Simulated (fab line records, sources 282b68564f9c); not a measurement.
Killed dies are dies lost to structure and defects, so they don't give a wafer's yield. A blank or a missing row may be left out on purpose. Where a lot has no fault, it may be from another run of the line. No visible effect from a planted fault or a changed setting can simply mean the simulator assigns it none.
fab line records	flow ritCmos
[record] lots = 13	wafers = 39	lastDay = 7
route steps=202 shown M1@184
lots with no fault: from the same line, run without faults
startH: the number of hours between the record's first day and the start of the first shown wafer of the lot	waitH: time in hours since the lot's previous step	" identical to the entry in the row above	L1.1+2: one row covering several wafers at once	- either no value or no given start	* or withheld: withheld	< > ~ a bound
route shown NAME@n: names a module that has steps shown in the file, with the first one's number in the route	usual: mean and standard deviation over wafers with no fault	same: alike in all rows	chamber/n: place in a boat	sites: each site's reading	_std_site: standard deviation across them	_edge_site: inner sites' mean taken away from outer sites' mean	radiusMm: for every site, how far away it sits from the centre of the wafer	mask NAME#n: copy n	behind: the last tool/chamber to shape the wafer	hold: cause of the lot's hold/its duration in hours/its outcome	device: names the non-switching transistor (n, p or np)	end of line: the tests these same wafers got at the end of their route	where a step has no rows: the recipe by itself	killed: the dies lost at the first sort to structure and to defects; this is not the yield of the wafer	map: shows each die of a wafer: x if killed, . if not, _ if none is there
set.NAME: the setting that was run; set.NAME@STEP: the one run at that earlier step	model.NAME: the simulator's own value behind a step, which no gauge read
a sample of lots followed through the steps of the route, with each step as a table and each wafer as a row
services: when a tool's chamber went out of use (startH, in hours from the record's first day, below 0 if earlier), for how many hours, and the reason
[[steps]]
[step RIT_M1_SPUTTER_00]
[recipe] material = Al	targetThkNm = 400	powerW = 2000	chamberPressurePa = 0.4	gas = Ar	timeS = 500	substrateTempC = 25
[usual] throttleValvePct = 29.7/0.97
lot.wafer	tool	chamber	startH	waitH	throttleValvePct
L361.1	pvdSputter-01	-	62.39	0.0	29.5
L361.3	"	-	"	"	30.3
L361.4	"	-	"	"	29.8
L362.3	pvdSputter-02	-	69.45	0.0	30.0
L362.5	"	-	"	"	29.6
L362.6	"	-	"	"	30.8
L363.3	pvdSputter-01	-	70.88	0.0	30.0
L363.4	"	-	"	"	29.7
L363.5	"	-	"	"	29.3
L367.1	pvdSputter-03	-	89.08	0.0	28.8
L367.2	"	-	"	"	30.1
L367.3	"	-	"	"	28.4
L370.1	pvdSputter-01	-	107.49	0.0	30.9
L370.2	"	-	"	"	30.4
L370.6	"	-	"	"	29.4
L371.1	pvdSputter-02	-	111.64	0.0	30.9
L371.4	"	-	"	"	28.2
L371.5	"	-	"	"	29.8
L374.1	pvdSputter-02	-	131.73	0.0	29.6
L374.3	"	-	"	"	30.8
L374.4	"	-	"	"	28.1
L376.1	pvdSputter-02	-	144.20	0.0	30.8
L376.2	"	-	"	"	30.7
L376.5	"	-	"	"	30.8
L378.2	pvdSputter-03	-	148.42	0.0	28.3
L378.4	"	-	"	"	28.7
L378.5	"	-	"	"	28.4
L380.1	pvdSputter-03	-	162.33	0.0	30.1
L380.4	"	-	"	"	28.5
L380.5	"	-	"	"	29.2
L381.2	pvdSputter-02	-	166.58	0.0	28.2
L381.3	"	-	"	"	29.8
L381.4	"	-	"	"	30.8
L382.1	pvdSputter-03	-	170.59	0.0	28.4
L382.5	"	-	"	"	28.9
L382.6	"	-	"	"	28.1
L383.1	pvdSputter-02	-	174.88	0.0	30.8
L383.2	"	-	"	"	28.3
L383.6	"	-	"	"	29.9
[step RIT_M1_RS_MEAS_01]
[recipe] thkMeasGauge = four-point-probe	reads = Al_of_M1_SPUTTER_00
[usual] M1_AL_RS = 0.0735/0.00072
lot.wafer	tool	chamber	startH	waitH	M1_AL_RS[ohm/sq]
L361.1	filmMetro-01	-	62.69	0.1	0.0737
L361.3	"	-	"	"	0.0736
L361.4	"	-	"	"	0.0731
L362.3	filmMetro-02	-	69.79	0.2	0.0749
L362.5	"	-	"	"	0.0751
L362.6	"	-	"	"	0.0744
L363.3	filmMetro-02	-	71.21	0.2	0.0739
L363.4	"	-	"	"	0.0736
L363.5	"	-	"	"	0.0733
L367.1	filmMetro-02	-	89.38	0.1	0.0734
L367.2	"	-	"	"	0.0722
L367.3	"	-	"	"	0.0742
L370.1	filmMetro-02	-	107.79	0.1	0.0466
L370.2	"	-	"	"	0.0744
L370.6	"	-	"	"	0.0733
L371.1	filmMetro-04	-	111.93	0.1	0.0742
L371.4	"	-	"	"	0.0723
L371.5	"	-	"	"	0.0736
L374.1	filmMetro-02	-	132.02	0.1	0.0743
L374.3	"	-	"	"	0.0732
L374.4	"	-	"	"	0.0734
L376.1	filmMetro-04	-	144.49	0.1	0.0739
L376.2	"	-	"	"	0.0736
L376.5	"	-	"	"	0.0736
L378.2	filmMetro-01	-	148.73	0.2	0.0743
L378.4	"	-	"	"	0.0725
L378.5	"	-	"	"	0.0740
L380.1	filmMetro-02	-	162.62	0.1	0.0735
L380.4	"	-	"	"	0.0745
L380.5	"	-	"	"	0.0733
L381.2	filmMetro-02	-	166.89	0.2	0.0736
L381.3	"	-	"	"	0.0746
L381.4	"	-	"	"	0.0741
L382.1	filmMetro-04	-	170.89	0.1	0.0749
L382.5	"	-	"	"	0.0727
L382.6	"	-	"	"	0.0743
L383.1	filmMetro-02	-	175.17	0.1	0.0730
L383.2	"	-	"	"	0.0722
L383.6	"	-	"	"	0.0735
[step RIT_M1_THK_MEAS_02]
[recipe] thkMeasGauge = xrf	reads = Al_of_M1_SPUTTER_00
[usual] M1_AL_THK = 398/4.2
lot.wafer	tool	chamber	startH	waitH	M1_AL_THK[nm]
L361.1	filmMetro-01	-	62.81	0.1	397
L361.3	"	-	"	"	397
L361.4	"	-	"	"	400
L362.3	filmMetro-02	-	69.89	0.1	393
L362.5	"	-	"	"	392
L362.6	"	-	"	"	393
L363.3	filmMetro-02	-	71.31	0.1	395
L363.4	"	-	"	"	399
L363.5	"	-	"	"	399
L367.1	filmMetro-02	-	89.50	0.1	394
L367.2	"	-	"	"	404
L367.3	"	-	"	"	391
L370.1	filmMetro-02	-	107.91	0.1	625
L370.2	"	-	"	"	394
L370.6	"	-	"	"	398
L371.1	filmMetro-04	-	112.05	0.1	393
L371.4	"	-	"	"	404
L371.5	"	-	"	"	398
L374.1	filmMetro-02	-	132.14	0.1	397
L374.3	"	-	"	"	403
L374.4	"	-	"	"	396
L376.1	filmMetro-04	-	144.61	0.1	393
L376.2	"	-	"	"	396
L376.5	"	-	"	"	397
L378.2	filmMetro-01	-	148.84	0.1	394
L378.4	"	-	"	"	405
L378.5	"	-	"	"	394
L380.1	filmMetro-02	-	162.74	0.1	398
L380.4	"	-	"	"	393
L380.5	"	-	"	"	401
L381.2	filmMetro-02	-	167.00	0.1	398
L381.3	"	-	"	"	391
L381.4	"	-	"	"	394
L382.1	filmMetro-04	-	171.01	0.1	392
L382.5	"	-	"	"	402
L382.6	"	-	"	"	394
L383.1	filmMetro-02	-	175.29	0.1	401
L383.2	"	-	"	"	405
L383.6	"	-	"	"	397
[step RIT_M1_METAL_ETCH_12]
[recipe] stopOn = SiO2	chemistry = Cl2/BCl3	target = Al	timeS = 165	overEtchFrac = 0.5	pressureMtorr = 100	targetDepthA = 6000	rfW = 250	Cl2_flow_sccm = 60	bcl3FlowSccm = 50
[usual] drypumpMotorCurrentA = 5.58/0.19	mfcCl2Sccm = 59.99/0.18	oesProductAu = 0.784/0.011	throttleValvePct = 8.26/0.071
lot.wafer	tool	chamber	startH	waitH	drypumpMotorCurrentA	mfcCl2Sccm	oesProductAu	rfHoursCounterH	throttleValvePct
L361.1	rieMetal-04	1	64.15	0.2	5.92	59.64	0.782	2.3	8.25
L361.3	"	1	"	"	5.89	59.98	0.789	-	8.24
L361.4	"	0	"	"	5.34	59.87	0.790	-	8.27
L362.3	rieMetal-01	1	71.39	0.2	5.44	59.84	0.762	-	8.13
L362.5	"	0	"	"	5.71	59.89	0.773	-	8.36
L362.6	"	1	"	"	5.44	59.76	0.764	-	8.14
L363.3	rieMetal-02	1	72.69	0.2	5.44	59.81	0.781	-	8.27
L363.4	"	0	"	"	5.67	60.18	0.800	-	8.30
L363.5	"	0	"	"	5.68	60.06	0.802	-	8.28
L367.1	rieMetal-04	0	90.84	0.2	5.33	60.44	0.785	2.7	8.27
L367.2	"	1	"	"	5.87	60.22	0.792	2.7	8.24
L367.3	"	1	"	"	5.89	60.26	0.777	-	8.23
L370.1	rieMetal-01	1	109.25	0.2	5.46	59.92	0.997	4.9	8.09
L370.2	"	0	"	"	5.74	60.33	0.777	4.9	8.37
L370.6	"	1	"	"	5.45	59.93	0.762	-	8.13
L371.1	rieMetal-02	1	113.79	0.2	5.42	60.33	0.776	1.3	8.25
L371.4	"	1	"	"	5.46	60.19	0.791	-	8.26
L371.5	"	1	"	"	5.43	60.20	0.787	-	8.28
L374.1	rieMetal-02	1	133.61	0.2	5.46	59.89	0.782	1.5	8.27
L374.3	"	0	"	"	5.67	59.55	0.798	-	8.27
L374.4	"	1	"	"	5.41	60.02	0.774	-	8.27
L376.1	rieMetal-04	1	145.96	0.2	5.90	59.89	0.782	3.1	8.23
L376.2	"	0	"	"	5.33	59.65	0.791	3.1	8.27
L376.5	"	1	"	"	5.89	59.85	0.779	-	8.22
L378.2	rieMetal-01	1	150.44	0.2	5.45	59.86	0.768	5.4	8.13
L378.4	"	1	"	"	5.44	59.95	0.776	-	8.12
L378.5	"	0	"	"	5.71	60.33	0.771	-	8.36
L380.1	rieMetal-02	1	164.09	0.2	5.44	59.96	0.789	1.8	8.27
L380.4	"	0	"	"	5.67	60.02	0.790	-	8.29
L380.5	"	1	"	"	5.38	60.16	0.784	-	8.26
L381.2	rieMetal-01	0	168.34	0.2	5.71	60.06	0.784	5.6	8.36
L381.3	"	1	"	"	5.45	59.90	0.765	-	8.13
L381.4	"	0	"	"	5.70	59.96	0.779	-	8.33
L382.1	rieMetal-04	1	172.48	0.2	5.88	59.92	0.776	3.4	8.23
L382.5	"	1	"	"	5.87	59.97	0.792	-	8.21
L382.6	"	0	"	"	5.32	60.07	0.776	-	8.26
L383.1	rieMetal-02	0	176.67	0.2	5.67	60.16	0.805	2.0	8.28
L383.2	"	1	"	"	5.48	60.36	0.789	2.0	8.27
L383.6	"	1	"	"	5.51	60.24	0.780	-	8.26
[step RIT_M1_PROBE_99]
[usual] defectLimitedYield = 97.5/1.1	killed_at_M0_to_M3 = 0.0/0.12	killedAtFrontEnd = 6.6/2.8	killedDies = 6.6/2.8	killedOnRim = 1.8/1.2	killedOpen = 3.3/1.9	killedShort = 3.2/1.8
[same] grossDies = 264	killed_at_M4_up = 0	killedAtBackSide = 0	killedAtContacts = 0	killedAtOther = 0
lot.wafer	tool	chamber	startH	waitH	defectLimitedYield[%]	killed_at_M0_to_M3	killedAtFrontEnd	killedDies	killedOnRim	killedOpen	killedShort
L361.1	prober-01	-	66.58	0.1	97.7	0	6	6	3	2	4
L361.3	prober-01	-	66.68	0.2	99.2	0	2	2	0	0	2
L361.4	prober-01	-	66.73	0.2	95.8	1	10	11	4	3	7
L362.3	prober-02	-	73.69	0.2	99.2	0	2	2	0	0	2
L362.5	prober-02	-	73.79	0.2	96.2	0	10	10	1	3	7
L362.6	prober-02	-	73.84	0.2	98.1	0	5	5	2	3	2
L363.3	prober-01	-	75.19	0.2	97.7	0	6	6	0	1	5
L363.4	prober-01	-	75.24	0.2	97.7	0	6	6	2	3	3
L363.5	prober-01	-	75.29	0.2	96.6	0	9	9	1	7	2
L367.1	prober-01	-	93.23	0.1	97.7	0	6	6	2	3	3
L367.2	prober-01	-	93.28	0.1	96.6	0	9	9	4	4	5
L367.3	prober-01	-	93.33	0.2	98.1	0	5	5	1	2	2
L370.1	prober-02	-	111.51	0.1	10.2	228	9	237	70	4	5
L370.2	prober-02	-	111.56	0.1	98.9	0	3	3	0	0	3
L370.6	prober-02	-	111.76	0.2	98.1	0	5	5	2	3	2
L371.1	prober-01	-	116.06	0.1	95.8	0	11	11	1	5	6
L371.4	prober-01	-	116.21	0.2	98.5	0	4	4	1	3	1
L371.5	prober-01	-	116.26	0.2	97.3	0	7	7	2	6	1
L374.1	prober-02	-	135.87	0.1	97.3	0	7	7	1	3	4
L374.3	prober-02	-	135.97	0.2	95.5	0	12	12	3	7	4
L374.4	prober-02	-	136.02	0.2	98.1	0	5	5	2	2	3
L376.1	prober-02	-	148.21	0.1	97.0	0	8	8	4	4	4
L376.2	prober-02	-	148.26	0.1	95.8	0	11	11	5	6	5
L376.5	prober-02	-	148.41	0.2	96.2	0	10	10	1	6	4
L378.2	prober-02	-	152.76	0.1	97.0	0	8	8	2	4	4
L378.4	prober-02	-	152.86	0.2	95.5	0	12	12	4	7	5
L378.5	prober-02	-	152.91	0.2	98.9	0	3	3	1	1	2
L380.1	prober-02	-	167.64	0.1	98.9	0	3	3	1	2	1
L380.4	prober-02	-	167.79	0.2	97.0	0	8	8	4	4	4
L380.5	prober-02	-	167.84	0.2	99.6	0	1	1	0	1	0
L381.2	prober-01	-	170.68	0.1	95.8	0	11	11	2	4	6
L381.3	prober-01	-	170.73	0.2	97.3	0	7	7	1	4	2
L381.4	prober-01	-	170.78	0.2	97.3	0	7	7	3	3	4
L382.1	prober-02	-	174.75	0.1	97.0	0	8	8	4	4	4
L382.5	prober-02	-	174.95	0.2	97.0	0	8	8	2	3	5
L382.6	prober-02	-	175.00	0.2	98.5	0	4	4	1	2	2
L383.1	prober-01	-	178.94	0.1	98.5	0	4	4	0	2	2
L383.2	prober-01	-	178.99	0.1	99.2	0	2	2	0	2	0
L383.6	prober-01	-	179.19	0.2	98.5	0	4	4	1	1	3
// killed by level:class
L361.1 GATE:geometricParticle:short=2 GATE:geometricParticle:open=1 REOX:geometricParticle:short=1 SPACER:geometricParticle:open=1 SPACER:geometricParticle:short=1
L361.3 GATE:geometricParticle:short=2
L361.4 REOX:geometricParticle:short=3 GATE:geometricParticle:short=2 REOX:geometricParticle:open=2 SILICIDE:geometricParticle:short=2 SILICIDE:geometricParticle:open=1 M1:coatMicrobubblePrinted=1
L362.3 GATE:geometricParticle:short=1 SPACER:geometricParticle:short=1
L362.5 GATE:geometricParticle:short=3 GATE:geometricParticle:open=2 SPACER:geometricParticle:short=2 SILICIDE:geometricParticle:short=2 SILICIDE:geometricParticle:open=1
L362.6 FOX1:geometricParticle:short=1 FOX1:geometricParticle:open=1 GATE:geometricParticle:open=1 GATE:geometricParticle:short=1 SPACER:geometricParticle:open=1
L363.3 FOX1:geometricParticle:short=2 GATE:geometricParticle:short=2 REOX:geometricParticle:open=1 SPACER:geometricParticle:short=1
L363.4 GATE:geometricParticle:open=2 SPACER:geometricParticle:short=2 GATE:geometricParticle:short=1 SPACER:geometricParticle:open=1
L363.5 GATE:geometricParticle:open=4 ACTIVE:geometricParticle:open=1 FOX1:geometricParticle:short=1 FOX1:geometricParticle:open=1 GATE:geometricParticle:short=1 SILICIDE:geometricParticle:open=1
L367.1 FOX1:geometricParticle:short=2 GATE:geometricParticle:open=2 FOX2:geometricParticle:short=1 SILICIDE:geometricParticle:open=1
L367.2 SPACER:geometricParticle:open=3 FOX1:geometricParticle:short=2 FOX2:geometricParticle:short=1 FOX2:geometricParticle:open=1 REOX:geometricParticle:short=1 SILICIDE:geometricParticle:short=1
L367.3 GATE:geometricParticle:open=2 GATE:geometricParticle:short=1 REOX:geometricParticle:short=1 NWELL:coatMicrobubblePrinted=1
L370.1 M1:areaEtch=228 FOX1:geometricParticle:open=4 GATE:geometricParticle:short=4 FOX1:geometricParticle:short=1
L370.2 FOX1:geometricParticle:short=1 GATE:geometricParticle:short=1 SPACER:geometricParticle:short=1
L370.6 FOX1:geometricParticle:open=1 FOX1:geometricParticle:short=1 FOX2:geometricParticle:open=1 SILICIDE:geometricParticle:open=1 SILICIDE:geometricParticle:short=1
L371.1 FOX1:geometricParticle:open=3 GATE:geometricParticle:short=3 FOX1:geometricParticle:short=1 REOX:geometricParticle:short=1 SPACER:geometricParticle:open=1 SPACER:geometricParticle:short=1 SILICIDE:geometricParticle:open=1
L371.4 FOX1:geometricParticle:short=1 GATE:geometricParticle:open=1 REOX:geometricParticle:open=1 SPACER:geometricParticle:open=1
L371.5 SILICIDE:geometricParticle:open=3 FOX1:geometricParticle:open=1 FOX2:geometricParticle:short=1 REOX:geometricParticle:open=1 SPACER:geometricParticle:open=1
L374.1 REOX:geometricParticle:open=2 FOX1:geometricParticle:open=1 FOX2:geometricParticle:short=1 GATE:geometricParticle:short=1 REOX:geometricParticle:short=1 SPACER:geometricParticle:short=1
L374.3 GATE:geometricParticle:open=3 SPACER:geometricParticle:open=2 FOX1:geometricParticle:short=1 FOX2:geometricParticle:open=1 GATE:geometricParticle:short=1 REOX:geometricParticle:open=1 SPACER:geometricParticle:short=1 SILICIDE:geometricParticle:short=1
L374.4 GATE:geometricParticle:short=2 GATE:geometricParticle:open=1 SILICIDE:geometricParticle:open=1 SILICIDE:geometricParticle:short=1
L376.1 GATE:geometricParticle:short=3 FOX2:geometricParticle:open=2 GATE:geometricParticle:open=1 REOX:geometricParticle:short=1 SPACER:geometricParticle:open=1
L376.2 GATE:geometricParticle:short=3 SPACER:geometricParticle:open=2 SILICIDE:geometricParticle:open=2 FOX2:geometricParticle:open=1 FOX2:geometricParticle:short=1 GATE:geometricParticle:open=1 REOX:geometricParticle:short=1
L376.5 GATE:geometricParticle:open=3 GATE:geometricParticle:short=2 SPACER:geometricParticle:short=2 FOX2:geometricParticle:open=1 REOX:geometricParticle:open=1 SPACER:geometricParticle:open=1
L378.2 GATE:geometricParticle:open=3 GATE:geometricParticle:short=2 SPACER:geometricParticle:short=1 SILICIDE:geometricParticle:short=1 SILICIDE:geometricParticle:open=1
L378.4 GATE:geometricParticle:open=5 GATE:geometricParticle:short=4 FOX1:geometricParticle:open=2 SILICIDE:geometricParticle:short=1
L378.5 FOX1:geometricParticle:short=1 GATE:geometricParticle:open=1 SILICIDE:geometricParticle:short=1
L380.1 GATE:geometricParticle:open=1 REOX:geometricParticle:open=1 SPACER:geometricParticle:short=1
L380.4 GATE:geometricParticle:open=2 SILICIDE:geometricParticle:short=2 FOX2:geometricParticle:open=1 GATE:geometricParticle:short=1 REOX:geometricParticle:short=1 SPACER:geometricParticle:open=1
L380.5 SILICIDE:geometricParticle:open=1
L381.2 GATE:geometricParticle:short=3 FOX1:geometricParticle:short=2 GATE:geometricParticle:open=2 REOX:geometricParticle:open=1 REOX:geometricParticle:short=1 SPACER:geometricParticle:open=1 NLDD:coatMicrobubblePrinted=1
L381.3 GATE:geometricParticle:open=2 FOX2:geometricParticle:open=1 GATE:geometricParticle:short=1 REOX:geometricParticle:short=1 REOX:geometricParticle:open=1 NLDD:coatMicrobubblePrinted=1
L381.4 FOX1:geometricParticle:open=2 FOX2:geometricParticle:short=1 GATE:geometricParticle:short=1 SPACER:geometricParticle:short=1 SILICIDE:geometricParticle:open=1 SILICIDE:geometricParticle:short=1
L382.1 SPACER:geometricParticle:short=2 SPACER:geometricParticle:open=2 GATE:geometricParticle:open=1 REOX:geometricParticle:short=1 REOX:geometricParticle:open=1 SILICIDE:geometricParticle:short=1
L382.5 GATE:geometricParticle:short=2 GATE:geometricParticle:open=2 FOX1:geometricParticle:short=1 REOX:geometricParticle:short=1 SPACER:geometricParticle:short=1 SPACER:geometricParticle:open=1
L382.6 GATE:geometricParticle:open=2 REOX:geometricParticle:short=1 SPACER:geometricParticle:short=1
L383.1 FOX2:geometricParticle:short=1 FOX2:geometricParticle:open=1 SPACER:geometricParticle:short=1 SILICIDE:geometricParticle:open=1
L383.2 GATE:geometricParticle:open=1 SPACER:geometricParticle:open=1
L383.6 GATE:geometricParticle:short=2 FOX2:geometricParticle:open=1 SPACER:geometricParticle:short=1
[[services]]
tool	chamber	startH	hours	kind
pvdSputter-02	-	43.06	2.8	repair
rieMetal-01	-	44.82	4.0	pm
pvdSputter-03	-	75.93	2.6	repair
rieMetal-04	-	103.27	14.6	pm
pvdSputter-02	-	114.54	4.7	repair
[[key]]
[firstSign] step = RIT_M1_RS_MEAS_01	reading = M1_AL_RS	direction = down	sigmas = 37	usual = 0.0735	struck = 0.0466
[effect] step = RIT_M1_THK_MEAS_02	reading = M1_AL_THK	direction = up	sigmas = 54	usual = 398	struck = 625
[effect] step = RIT_M1_METAL_ETCH_12	reading = oesProductAu	direction = up	sigmas = 19	usual = 0.784	struck = 0.997
[effect] step = RIT_M1_PROBE_99	reading = killed_at_M0_to_M3	direction = up	sigmas = 99+	usual = 0.0	struck = 228
[moreKillsBornAt] RIT_M1_METAL_ETCH_12@rieMetal-01 = 228
metAt RIT_M1_SPUTTER_00
struckLots L370
struckWafers L370.1
laterRowsLeftOut L370.1
[fault] kind = processParameterDrift	tool = pvdSputter-01	chamber = -	onsetH = 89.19	steps = RIT_M1_SPUTTER_00	channel = targetThkNm	offset = 225.51	shape = step	endH = 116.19	actsIn = theseRecipesOnly	stated = 400	scope = struckWafersOnly
// laterRowsLeftOut: the simulator's readings of these wafers behind a module that went badly wrong aren't trusted and aren't shown, but for the sort
